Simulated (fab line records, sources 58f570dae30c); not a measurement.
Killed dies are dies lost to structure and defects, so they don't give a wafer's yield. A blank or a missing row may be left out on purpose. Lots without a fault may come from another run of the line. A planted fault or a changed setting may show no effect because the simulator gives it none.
Which tool did it? | flow berkeley_cmos170 | 14 lots, 42 wafers sampled, at 3 steps of a route of 331

WHAT THE GAUGES READ, wafer by wafer
UCB170_ACTIVE_THK_MEAS_03. Usual: ACTIVE_OXIDE_THK 26.4 nm, standard deviation 0.48.
lot  | measured    | on            | ACTIVE_OXIDE_THK (nm) | flag
L226 | day 4 17:39 | film_metro-01 | 26.4 26.6 26.4        |
L227 | day 4 17:43 | film_metro-04 | 27.1 26.8 26.3        |
L229 | day 5 01:44 | film_metro-01 | 26.4 27.1 27.0        |
L230 | day 5 01:41 | film_metro-03 | 26.6 26.6 26.4        |
L233 | day 5 22:29 | film_metro-03 | 26.4 26.5 26.9        |
L232 | day 6 02:28 | film_metro-04 | 25.7 26.2 26.0        |
L240 | day 7 00:34 | film_metro-04 | 26.7 26.8 26.5        |
L238 | day 7 05:58 | film_metro-01 | 32.4 32.9 33.1        | OFF
L239 | day 7 06:02 | film_metro-04 | 32.4 32.2 32.1        | OFF
L242 | day 7 18:12 | film_metro-01 | 27.1 27.1 26.7        |
L244 | day 8 07:45 | film_metro-03 | 26.8 26.5 26.7        |
L243 | day 8 14:55 | film_metro-04 | 26.9 27.1 27.3        |
L245 | day 8 14:55 | film_metro-03 | 27.0 26.8 27.1        |
L246 | day 8 14:55 | film_metro-01 | 26.5 26.4 26.6        |

UCB170_ACTIVE_OVL_MEAS_14. Usual: ACTIVE_OVL -4 nm, standard deviation 6.5.
lot  | measured    | on         | ACTIVE_OVL (nm) | flag
L226 | day 5 01:22 | overlay-01 | 3 7 -7          |
L227 | day 5 02:26 | overlay-01 | 2 -3 -6         |
L229 | day 5 07:46 | overlay-02 | -12 -12 -12     |
L230 | day 5 07:14 | overlay-02 | -16 -10 -14     |
L233 | day 6 07:37 | overlay-01 | -9 -8 -14       |
L232 | day 6 08:38 | overlay-02 | -1 -6 -5        |
L240 | day 7 08:29 | overlay-02 | 2 4 -6          |
L238 | day 7 14:14 | overlay-02 | -7 -13 -4       |
L239 | day 7 14:25 | overlay-02 | -1 -7 -14       |
L242 | day 8 06:58 | overlay-02 | -7 -2 0         |
L244 | day 8 19:22 | overlay-02 | 10 -8 3         |
L243 | day 9 01:43 | overlay-01 | -12 -7 -15      |
L245 | day 9 01:55 | overlay-01 | 5 -4 -6         |
L246 | day 9 01:53 | overlay-02 | -9 -1 0         |

WHICH TOOL RAN EACH LOT (tool, then ch and the chambers of the sampled wafers, then the start)
lot  | UCB170_ACTIVE_OXIDATION_02
L226 | furnace-04 ch 0, day 4 16:18
L227 | furnace-04 ch 0, day 4 16:18
L229 | furnace-02 ch 0, day 5 00:20
L230 | furnace-02 ch 0, day 5 00:20
L233 | furnace-01 ch 0, day 5 21:08
L232 | furnace-04 ch 0, day 6 01:05
L240 | furnace-04 ch 0, day 6 23:13
L238 | furnace-01 ch 0, day 7 04:37
L239 | furnace-01 ch 0, day 7 04:37
L242 | furnace-04 ch 0, day 7 16:51
L244 | furnace-04 ch 0, day 8 06:24
L243 | furnace-02 ch 0, day 8 13:34
L245 | furnace-02 ch 0, day 8 13:34
L246 | furnace-02 ch 0, day 8 13:34
- UCB170_ACTIVE_OXIDATION_02: target thk 26.4 nm, ox time 1260 s.

WHAT THE TOOLS THEMSELVES READ (means of the sampled wafers that have a number; where no wafer has one, the mark that the record gives instead)
UCB170_ACTIVE_OXIDATION_02. Usual: spike_tc_centre_C 1002.5 C, standard deviation 1.1.
lot  | tool       | spike_tc_centre_C (C) | flag
L226 | furnace-04 | 1004.0                |
L227 | furnace-04 | 1002.3                |
L229 | furnace-02 | 1001.5                |
L230 | furnace-02 | 1003.2                |
L233 | furnace-01 | 1002.3                |
L232 | furnace-04 | 1002.2                |
L240 | furnace-04 | 1001.1                |
L238 | furnace-01 | 1002.6                |
L239 | furnace-01 | 1002.1                |
L242 | furnace-04 | 1002.8                |
L244 | furnace-04 | 1002.7                |
L243 | furnace-02 | 1001.9                |
L245 | furnace-02 | 1003.3                |
L246 | furnace-02 | 1002.3                |

THE ANSWER, worked out from the rows above alone
Rule: a lot is off if the mean of its wafers that have a number lies more than 3 standard deviations from the usual mean. A lot without any number at a reading at which 4 lots or more have one is off too. The other lots that the step has rows for count as sound. The gauges are gone through in route order, then the tools' own readings, and for those a lot's mean is taken as printed above. The first step at which some lot is off is used, and at that step the reading that is off furthest; a lot without a number counts as furthest.
Off: L238, L239, at UCB170_ACTIVE_THK_MEAS_03 (ACTIVE_OXIDE_THK).
A tool fits if, at a process step before that reading, it ran every lot that is off, and no sound lot after the first of them. The gauges at UCB170_ACTIVE_THK_MEAS_03 are tried like those tools. One fits: furnace-01 at UCB170_ACTIVE_OXIDATION_02. Its last sound lot is L233 (day 5 21:08), its first lot that is off L238 (day 7 04:37): a fault that began between those two fits.

WHAT THE SIMULATOR HAD PUT IN
Process parameter drift: furnace-01, from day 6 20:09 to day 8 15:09, at UCB170_ACTIVE_OXIDATION_02. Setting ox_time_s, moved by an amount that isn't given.
Lots struck among those shown: L238, L239. The rule above found the same.
